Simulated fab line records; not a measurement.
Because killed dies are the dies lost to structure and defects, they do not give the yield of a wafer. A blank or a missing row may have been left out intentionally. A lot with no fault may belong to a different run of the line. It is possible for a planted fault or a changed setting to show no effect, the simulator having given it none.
Which of the tools did it? || flow berkeleyCmos170 || 42 wafers from 14 lots sampled at 5 of the route's 331 steps

== WHAT THE GAUGES READ, wafer by wafer ==
UCB170_PVT_OVL_MEAS_06. Usual: for PVT_OVL the level is -1 nm and the standard deviation is 5.5.
{"lot": "L643", "measured": "day 6 22:12", "on": "overlay-01", "PVT_OVL (nm)": "2 2 3", "flag": ""}
{"lot": "L644", "measured": "day 7 05:59", "on": "overlay-02", "PVT_OVL (nm)": "12 0 -1", "flag": ""}
{"lot": "L646", "measured": "day 7 14:30", "on": "overlay-02", "PVT_OVL (nm)": "-13 -3 -8", "flag": ""}
{"lot": "L649", "measured": "day 8 00:59", "on": "overlay-01", "PVT_OVL (nm)": "4 9 -1", "flag": ""}
{"lot": "L648", "measured": "day 8 01:13", "on": "overlay-01", "PVT_OVL (nm)": "-3 -3 -7", "flag": ""}
{"lot": "L653", "measured": "day 8 20:49", "on": "overlay-01", "PVT_OVL (nm)": "2 3 6", "flag": ""}
{"lot": "L654", "measured": "day 8 21:05", "on": "overlay-02", "PVT_OVL (nm)": "-7 -15 -12", "flag": ""}
{"lot": "L657", "measured": "day 10 00:28", "on": "overlay-02", "PVT_OVL (nm)": "-12 -9 -11", "flag": ""}
{"lot": "L660", "measured": "day 10 11:34", "on": "overlay-02", "PVT_OVL (nm)": "-6 -4 -4", "flag": ""}
{"lot": "L658", "measured": "day 10 11:51", "on": "overlay-02", "PVT_OVL (nm)": "0 -1 -8", "flag": ""}
{"lot": "L661", "measured": "day 10 22:05", "on": "overlay-02", "PVT_OVL (nm)": "6 5 9", "flag": ""}
{"lot": "L663", "measured": "day 11 05:37", "on": "overlay-02", "PVT_OVL (nm)": "-4 -7 -6", "flag": ""}
{"lot": "L664", "measured": "day 11 20:46", "on": "overlay-01", "PVT_OVL (nm)": "0 4 -1", "flag": ""}
{"lot": "L666", "measured": "day 12 01:04", "on": "overlay-02", "PVT_OVL (nm)": "4 1 2", "flag": ""}

UCB170_GATE_THK_MEAS_02. Usual: for GATE_OXIDE_THK the level is 6.58 nm and the standard deviation is 0.15.
{"lot": "L643", "measured": "day 7 03:50", "on": "filmMetro-01", "GATE_OXIDE_THK (nm)": "6.71 6.67 6.66", "flag": ""}
{"lot": "L644", "measured": "day 7 17:10", "on": "filmMetro-01", "GATE_OXIDE_THK (nm)": "6.71 6.66 6.79", "flag": ""}
{"lot": "L646", "measured": "day 7 17:13", "on": "filmMetro-01", "GATE_OXIDE_THK (nm)": "6.57 6.70 6.61", "flag": ""}
{"lot": "L649", "measured": "day 8 07:11", "on": "filmMetro-02", "GATE_OXIDE_THK (nm)": "6.60 6.71 6.58", "flag": ""}
{"lot": "L648", "measured": "day 8 07:13", "on": "filmMetro-03", "GATE_OXIDE_THK (nm)": "6.55 6.66 6.76", "flag": ""}
{"lot": "L653", "measured": "day 9 04:34", "on": "filmMetro-02", "GATE_OXIDE_THK (nm)": "6.35 6.56 6.36", "flag": ""}
{"lot": "L654", "measured": "day 9 04:37", "on": "filmMetro-03", "GATE_OXIDE_THK (nm)": "6.51 6.64 6.53", "flag": ""}
{"lot": "L657", "measured": "day 10 06:25", "on": "filmMetro-03", "GATE_OXIDE_THK (nm)": "6.53 6.47 6.43", "flag": ""}
{"lot": "L660", "measured": "day 10 19:11", "on": "filmMetro-03", "GATE_OXIDE_THK (nm)": "6.69 6.71 6.57", "flag": ""}
{"lot": "L658", "measured": "day 10 19:12", "on": "filmMetro-02", "GATE_OXIDE_THK (nm)": "6.90 6.81 6.76", "flag": ""}
{"lot": "L661", "measured": "day 11 03:47", "on": "filmMetro-02", "GATE_OXIDE_THK (nm)": "6.69 6.62 6.70", "flag": ""}
{"lot": "L663", "measured": "day 11 11:25", "on": "filmMetro-01", "GATE_OXIDE_THK (nm)": "6.52 6.55 6.58", "flag": ""}
{"lot": "L664", "measured": "day 12 02:47", "on": "filmMetro-02", "GATE_OXIDE_THK (nm)": "6.27 6.33 6.36", "flag": ""}
{"lot": "L666", "measured": "day 12 09:00", "on": "filmMetro-02", "GATE_OXIDE_THK (nm)": "6.65 6.70 6.54", "flag": ""}

UCB170_CONTACT_CD_MEAS_15: the cd target is 700 nm. Usual: cdNm at 700.6 nm, with a standard deviation of 1.3.
{"lot": "L643", "measured": "day 8 12:47", "on": "cdSem-02", "cdNm (nm)": "702.2 701.8 700.4", "flag": ""}
{"lot": "L644", "measured": "day 8 23:37", "on": "cdSem-01", "cdNm (nm)": "698.8 698.5 699.1", "flag": ""}
{"lot": "L646", "measured": "day 8 23:20", "on": "cdSem-02", "cdNm (nm)": "700.7 701.1 700.8", "flag": ""}
{"lot": "L649", "measured": "day 9 15:29", "on": "cdSem-02", "cdNm (nm)": "699.4 700.7 699.1", "flag": ""}
{"lot": "L648", "measured": "day 9 15:49", "on": "cdSem-01", "cdNm (nm)": "700.6 700.3 702.1", "flag": ""}
{"lot": "L653", "measured": "day 10 14:20", "on": "cdSem-02", "cdNm (nm)": "699.9 701.3 699.5", "flag": ""}
{"lot": "L654", "measured": "day 10 14:48", "on": "cdSem-02", "cdNm (nm)": "700.5 702.7 701.9", "flag": ""}
{"lot": "L657", "measured": "day 11 17:12", "on": "cdSem-02", "cdNm (nm)": "701.6 702.6 700.9", "flag": ""}
{"lot": "L660", "measured": "day 12 03:31", "on": "cdSem-01", "cdNm (nm)": "700.8 700.2 698.9", "flag": ""}
{"lot": "L658", "measured": "day 12 03:12", "on": "cdSem-01", "cdNm (nm)": "700.5 699.8 699.4", "flag": ""}
{"lot": "L661", "measured": "day 12 08:46", "on": "cdSem-01", "cdNm (nm)": "701.6 700.1 700.5", "flag": ""}
{"lot": "L663", "measured": "day 12 19:41", "on": "cdSem-01", "cdNm (nm)": "698.2 699.0 699.5", "flag": ""}
{"lot": "L664", "measured": "day 13 14:10", "on": "cdSem-01", "cdNm (nm)": "701.1 701.3 701.0", "flag": ""}
{"lot": "L666", "measured": "day 13 16:38", "on": "cdSem-02", "cdNm (nm)": "699.9 700.6 700.5", "flag": ""}

== WHICH TOOL RAN EACH LOT (tool, then ch and the chambers of the sampled wafers, then the start) ==
{"lot": "L643", "UCB170_BACKSIDE_COAT_01": "lithoTrack-04 ch 0, day 8 06:41", "UCB170_BACKSIDE_STRIP_03": "plasmaAsher-04 ch 0,1, day 8 06:59"}
{"lot": "L644", "UCB170_BACKSIDE_COAT_01": "lithoTrack-01 ch 0, day 8 16:10", "UCB170_BACKSIDE_STRIP_03": "plasmaAsher-03 ch 0,1, day 8 16:27"}
{"lot": "L646", "UCB170_BACKSIDE_COAT_01": "lithoTrack-02 ch 0, day 8 16:23", "UCB170_BACKSIDE_STRIP_03": "plasmaAsher-04 ch 0,1, day 8 16:41"}
{"lot": "L649", "UCB170_BACKSIDE_COAT_01": "lithoTrack-01 ch 0, day 9 09:46", "UCB170_BACKSIDE_STRIP_03": "plasmaAsher-03 ch 0,1, day 9 10:04"}
{"lot": "L648", "UCB170_BACKSIDE_COAT_01": "lithoTrack-01 ch 0, day 9 10:17", "UCB170_BACKSIDE_STRIP_03": "plasmaAsher-04 ch 0,1, day 9 10:32"}
{"lot": "L653", "UCB170_BACKSIDE_COAT_01": "lithoTrack-02 ch 0, day 10 08:56", "UCB170_BACKSIDE_STRIP_03": "plasmaAsher-03 ch 0,1, day 10 09:12"}
{"lot": "L654", "UCB170_BACKSIDE_COAT_01": "lithoTrack-02 ch 0, day 10 09:23", "UCB170_BACKSIDE_STRIP_03": "plasmaAsher-01 ch 0,1, day 10 09:39"}
{"lot": "L657", "UCB170_BACKSIDE_COAT_01": "lithoTrack-04 ch 0, day 11 11:10", "UCB170_BACKSIDE_STRIP_03": "plasmaAsher-03 ch 0,1, day 11 11:26"}
{"lot": "L660", "UCB170_BACKSIDE_COAT_01": "lithoTrack-04 ch 0, day 11 20:59", "UCB170_BACKSIDE_STRIP_03": "plasmaAsher-01 ch 0,1, day 11 21:15"}
{"lot": "L658", "UCB170_BACKSIDE_COAT_01": "lithoTrack-01 ch 0, day 11 21:17", "UCB170_BACKSIDE_STRIP_03": "plasmaAsher-03 ch 0,1, day 11 21:34"}
{"lot": "L661", "UCB170_BACKSIDE_COAT_01": "lithoTrack-04 ch 0, day 12 01:59", "UCB170_BACKSIDE_STRIP_03": "plasmaAsher-03 ch 0,1, day 12 02:17"}
{"lot": "L663", "UCB170_BACKSIDE_COAT_01": "lithoTrack-04 ch 0, day 12 12:32", "UCB170_BACKSIDE_STRIP_03": "plasmaAsher-04 ch 0,1, day 12 12:49"}
{"lot": "L664", "UCB170_BACKSIDE_COAT_01": "lithoTrack-04 ch 0, day 13 07:41", "UCB170_BACKSIDE_STRIP_03": "plasmaAsher-03 ch 0,1, day 13 07:59"}
{"lot": "L666", "UCB170_BACKSIDE_COAT_01": "lithoTrack-04 ch 0, day 13 09:46", "UCB170_BACKSIDE_STRIP_03": "plasmaAsher-03 ch 0, day 13 10:04"}
- UCB170_BACKSIDE_COAT_01: resist thk 900 nm.
- UCB170_BACKSIDE_STRIP_03: strips in O2.

== WHAT THE TOOLS THEMSELVES READ (means of the sampled wafers that have a number; where no wafer has one, the mark that the record gives instead) ==
UCB170_BACKSIDE_COAT_01. Usual: spinSpeedRpm at 1499.9 rpm, with a standard deviation of 1.2.
{"lot": "L643", "tool": "lithoTrack-04", "spinSpeedRpm (rpm)": 1499.8, "flag": ""}
{"lot": "L644", "tool": "lithoTrack-01", "spinSpeedRpm (rpm)": 1500.4, "flag": ""}
{"lot": "L646", "tool": "lithoTrack-02", "spinSpeedRpm (rpm)": 1500.8, "flag": ""}
{"lot": "L649", "tool": "lithoTrack-01", "spinSpeedRpm (rpm)": 1500.8, "flag": ""}
{"lot": "L648", "tool": "lithoTrack-01", "spinSpeedRpm (rpm)": 1499.0, "flag": ""}
{"lot": "L653", "tool": "lithoTrack-02", "spinSpeedRpm (rpm)": 1389.2, "flag": "OFF"}
{"lot": "L654", "tool": "lithoTrack-02", "spinSpeedRpm (rpm)": 1388.5, "flag": "OFF"}
{"lot": "L657", "tool": "lithoTrack-04", "spinSpeedRpm (rpm)": 1500.2, "flag": ""}
{"lot": "L660", "tool": "lithoTrack-04", "spinSpeedRpm (rpm)": 1500.6, "flag": ""}
{"lot": "L658", "tool": "lithoTrack-01", "spinSpeedRpm (rpm)": 1499.4, "flag": ""}
{"lot": "L661", "tool": "lithoTrack-04", "spinSpeedRpm (rpm)": 1499.9, "flag": ""}
{"lot": "L663", "tool": "lithoTrack-04", "spinSpeedRpm (rpm)": 1500.5, "flag": ""}
{"lot": "L664", "tool": "lithoTrack-04", "spinSpeedRpm (rpm)": 1500.0, "flag": ""}
{"lot": "L666", "tool": "lithoTrack-04", "spinSpeedRpm (rpm)": 1499.2, "flag": ""}

UCB170_BACKSIDE_STRIP_03. Usual: drypumpMotorCurrentA 5.51 A, standard deviation 0.27; oesProductAu 0.735 a.u., standard deviation 0.0046; stripTimeToEndpointS 21.97 s, standard deviation 0.067.
{"lot": "L643", "tool": "plasmaAsher-04", "drypumpMotorCurrentA (A)": 5.50, "oesProductAu (a.u.)": 0.737, "stripTimeToEndpointS (s)": 21.94, "flag": ""}
{"lot": "L644", "tool": "plasmaAsher-03", "drypumpMotorCurrentA (A)": 5.60, "oesProductAu (a.u.)": 0.735, "stripTimeToEndpointS (s)": 22.09, "flag": ""}
{"lot": "L646", "tool": "plasmaAsher-04", "drypumpMotorCurrentA (A)": 5.52, "oesProductAu (a.u.)": 0.736, "stripTimeToEndpointS (s)": 21.93, "flag": ""}
{"lot": "L649", "tool": "plasmaAsher-03", "drypumpMotorCurrentA (A)": 5.60, "oesProductAu (a.u.)": 0.737, "stripTimeToEndpointS (s)": 22.06, "flag": ""}
{"lot": "L648", "tool": "plasmaAsher-04", "drypumpMotorCurrentA (A)": 5.63, "oesProductAu (a.u.)": 0.731, "stripTimeToEndpointS (s)": 22.01, "flag": ""}
{"lot": "L653", "tool": "plasmaAsher-03", "drypumpMotorCurrentA (A)": 5.59, "oesProductAu (a.u.)": 0.729, "stripTimeToEndpointS (s)": 22.85, "flag": "OFF"}
{"lot": "L654", "tool": "plasmaAsher-01", "drypumpMotorCurrentA (A)": 5.25, "oesProductAu (a.u.)": 0.736, "stripTimeToEndpointS (s)": 22.82, "flag": "OFF"}
{"lot": "L657", "tool": "plasmaAsher-03", "drypumpMotorCurrentA (A)": 5.43, "oesProductAu (a.u.)": 0.731, "stripTimeToEndpointS (s)": 21.93, "flag": ""}
{"lot": "L660", "tool": "plasmaAsher-01", "drypumpMotorCurrentA (A)": 5.25, "oesProductAu (a.u.)": 0.735, "stripTimeToEndpointS (s)": 22.03, "flag": ""}
{"lot": "L658", "tool": "plasmaAsher-03", "drypumpMotorCurrentA (A)": 5.45, "oesProductAu (a.u.)": 0.734, "stripTimeToEndpointS (s)": 21.98, "flag": ""}
{"lot": "L661", "tool": "plasmaAsher-03", "drypumpMotorCurrentA (A)": 5.46, "oesProductAu (a.u.)": 0.734, "stripTimeToEndpointS (s)": 21.93, "flag": ""}
{"lot": "L663", "tool": "plasmaAsher-04", "drypumpMotorCurrentA (A)": 5.63, "oesProductAu (a.u.)": 0.735, "stripTimeToEndpointS (s)": 21.87, "flag": ""}
{"lot": "L664", "tool": "plasmaAsher-03", "drypumpMotorCurrentA (A)": 5.60, "oesProductAu (a.u.)": 0.733, "stripTimeToEndpointS (s)": 21.93, "flag": ""}
{"lot": "L666", "tool": "plasmaAsher-03", "drypumpMotorCurrentA (A)": 5.74, "oesProductAu (a.u.)": 0.730, "stripTimeToEndpointS (s)": 21.95, "flag": ""}

== THE ANSWER, worked out from the rows above alone ==
Rule: take the mean of a lot's wafers that have a number; if it is more than 3 standard deviations from the usual mean, the lot is off. A lot without any number at a reading at which 4 lots or more have one is off too. Where the step has rows for the other lots, those lots are counted as sound. Order of review: gauges by route order, followed by the tools' own readings, for which a lot's mean as printed above is used. The first step at which some lot is off is used, and at that step the reading that is off furthest; a lot without a number counts as furthest.
Off: L653, L654, at UCB170_BACKSIDE_COAT_01 (spinSpeedRpm).
A tool fits if, at that step or a process step before it, it ran every lot that is off, and no sound lot after the first of them. One fits: UCB170_BACKSIDE_COAT_01 on lithoTrack-02. A fault onset in the window from L646 (day 8 16:23, its last sound lot) to L653 (day 10 08:56, its first lot off) fits.
The tool's own readings at UCB170_BACKSIDE_COAT_01 bear it out: on the lots that are off they differ by more than 5 times the standard deviation of the sound lots' means. spinSpeedRpm reads 1388.8 rpm there against 1500.0 rpm on the sound lots.

== WHAT THE SIMULATOR HAD INSERTED ==
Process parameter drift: lithoTrack-02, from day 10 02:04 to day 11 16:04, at UCB170_BACKSIDE_COAT_01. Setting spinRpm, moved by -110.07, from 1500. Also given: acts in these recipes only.
Struck lots among those shown: L653, L654. This agrees with what the rule above found.
